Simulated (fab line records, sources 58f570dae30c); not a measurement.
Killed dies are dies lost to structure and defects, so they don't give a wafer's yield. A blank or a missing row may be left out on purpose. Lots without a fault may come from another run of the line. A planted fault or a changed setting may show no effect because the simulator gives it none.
Which tool did it? | flow berkeley_cmos170 | 7 lots, 21 wafers sampled, at 2 steps of a route of 331

WHAT THE GAUGES READ, wafer by wafer
UCB170_PWELL_TW_MEAS_17.
lot  | measured    | on            | PWELL_TW
L976 | day 3 11:39 | film_metro-01 | 379 380 379
L977 | day 3 17:52 | film_metro-02 | 379 381 379
L980 | day 4 14:07 | film_metro-02 | 379 381 380
L982 | day 4 22:10 | film_metro-02 | 380 379 380
L987 | day 5 22:56 | film_metro-04 | 386 384 385
L992 | day 6 20:02 | film_metro-04 | 386 383 386
L996 | day 7 19:23 | film_metro-01 | 335 336 334

WHICH TOOL RAN EACH LOT (tool, then ch and the chambers of the sampled wafers, then the start)
lot  | UCB170_PWELL_IMPLANT_15
L976 | implanter-03 ch 0, day 3 11:25
L977 | implanter-04 ch 0, day 3 17:37
L980 | implanter-02 ch 0, day 4 13:52
L982 | implanter-03 ch 0, day 4 21:56
L987 | implanter-02 ch 0, day 5 22:41
L992 | implanter-03 ch 0, day 6 19:49
L996 | implanter-04 ch 0, day 7 19:10
- UCB170_PWELL_IMPLANT_15

THE ANSWER, worked out from the rows above alone
Rule: what is usual is taken from the lots themselves. Put in order of their means at a reading, lots are off if they are a third of the lots or fewer, leave a main group of 4 or more, and stand apart from it by a gap of 3 or more times the standard deviation of the main group's means; of several such gaps the widest counts. A main group whose means are all the same, to the digits that the tables above print for the reading, isn't used. A lot without any number at a reading at which 4 lots or more have one is off too. The other lots that the step has rows for count as sound.
Off: L996, at UCB170_PWELL_TW_MEAS_17 (PWELL_TW). The main group: mean 381, standard deviation 2.5.
A tool fits if, at a process step before that reading, it ran every lot that is off, and no sound lot after the first of them. The gauges at UCB170_PWELL_TW_MEAS_17 are tried like those tools. Can't be told from this: 2 tools fit, implanter-04 at UCB170_PWELL_IMPLANT_15, film_metro-01 at UCB170_PWELL_TW_MEAS_17.

WHAT THE SIMULATOR HAD PUT IN
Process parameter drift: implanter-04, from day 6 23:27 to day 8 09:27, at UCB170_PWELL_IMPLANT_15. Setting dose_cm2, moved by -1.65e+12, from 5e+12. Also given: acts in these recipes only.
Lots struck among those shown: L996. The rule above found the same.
